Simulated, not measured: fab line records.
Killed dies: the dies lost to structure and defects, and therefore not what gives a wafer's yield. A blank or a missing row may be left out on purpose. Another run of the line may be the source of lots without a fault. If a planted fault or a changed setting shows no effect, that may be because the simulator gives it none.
2 desks, one fault || flow berkeley_cmos170 || numbers are kept per desk, each desk with only its own; the story behind them comes last

## FOR THE TOOL OWNER'S DESK: implanter-01
The tool's own readings at UCB170_NWELL_IMPLANT_14, given as means over the sampled wafers that have a number, one for each lot that went through this tool. A lot is out of limits, marked OUT, if its mean lies more than 4 standard deviations from the usual mean; the brackets give that distance.
Columns: A = dose_ions_cm2 at UCB170_NWELL_IMPLANT_14, usual 1.0002e+13; B = faraday_current_uA at UCB170_NWELL_IMPLANT_14, usual 31.7
{"lot": "L611", "first seen here": "day 3 02:02", "A": 9.9963e+12, "B": 30.8}
{"lot": "L612", "first seen here": "day 3 02:19", "A": 1.0003e+13, "B": 31.6}
{"lot": "L613", "first seen here": "day 3 09:38", "A": 9.9903e+12, "B": 31.8}
{"lot": "L615", "first seen here": "day 3 17:29", "A": 9.9917e+12, "B": 31.2}
{"lot": "L619", "first seen here": "day 4 15:03", "A": 9.9987e+12, "B": 31.8}
{"lot": "L621", "first seen here": "day 4 21:54", "A": 1.0009e+13, "B": 31.5}
{"lot": "L624", "first seen here": "day 5 07:28", "A": 9.9977e+12, "B": 31.1}
{"lot": "L625", "first seen here": "day 5 16:37", "A": "4.9197e+12 (-99 or more) OUT", "B": "15.8 (-24) OUT"}
{"lot": "L629", "first seen here": "day 6 17:02", "A": "4.8957e+12 (-99 or more) OUT", "B": "15.3 (-25) OUT"}
This desk finds L625, L629 out of limits, L625 being first, at day 5 16:37 (dose_ions_cm2 at UCB170_NWELL_IMPLANT_14). Within limits: L611, L612, L613, L615, L619, L621, L624.

## METROLOGY DESK
Lot by lot, what the gauges showed, no matter which tool ran the lot: averages of those sampled wafers that carry a number. A lot is out of limits, marked OUT, if its mean lies more than 4 standard deviations from the usual mean; the brackets give that distance.
Columns: A = NWELL_TW at UCB170_NWELL_TW_MEAS_16, usual 1242
{"lot": "L611", "first seen here": "day 3 02:16", "A": 1249}
{"lot": "L612", "first seen here": "day 3 02:33", "A": 1236}
{"lot": "L613", "first seen here": "day 3 09:52", "A": 1235}
{"lot": "L615", "first seen here": "day 3 17:43", "A": 1236}
{"lot": "L614", "first seen here": "day 3 18:06", "A": 1238}
{"lot": "L616", "first seen here": "day 4 02:38", "A": 1244}
{"lot": "L618", "first seen here": "day 4 06:30", "A": 1241}
{"lot": "L619", "first seen here": "day 4 15:18", "A": 1243}
{"lot": "L620", "first seen here": "day 4 15:25", "A": 1238}
{"lot": "L621", "first seen here": "day 4 22:08", "A": 1242}
{"lot": "L623", "first seen here": "day 5 07:34", "A": 1247}
{"lot": "L624", "first seen here": "day 5 07:42", "A": 1242}
{"lot": "L625", "first seen here": "day 5 16:50", "A": "983 (-37) OUT"}
{"lot": "L629", "first seen here": "day 6 17:17", "A": "979 (-38) OUT"}
This desk reports L625, L629 out of limits; the earliest was L625 at day 5 16:50 (NWELL_TW at UCB170_NWELL_TW_MEAS_16). Within limits: L611, L612, L613, L615, L614, L616, L618, L619, L620, L621, L623, L624.

## ALL TOGETHER
The tool owner's desk could have raised an alarm at day 5 16:37, on L625, L629.
An alarm was possible from the metrology desk at day 5 16:50, on L625, L629.
On implanter-01, each named lot ran UCB170_NWELL_IMPLANT_14.

## WHAT THE SIMULATOR HAD PUT IN
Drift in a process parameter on implanter-01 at UCB170_NWELL_IMPLANT_14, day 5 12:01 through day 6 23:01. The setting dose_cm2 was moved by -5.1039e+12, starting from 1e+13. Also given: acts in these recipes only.
Lots struck among those shown: L625, L629.
Counting hours from when the fault started, the first reading out of limits came at 5 for the tool owner's desk and at 5 for the metrology desk.
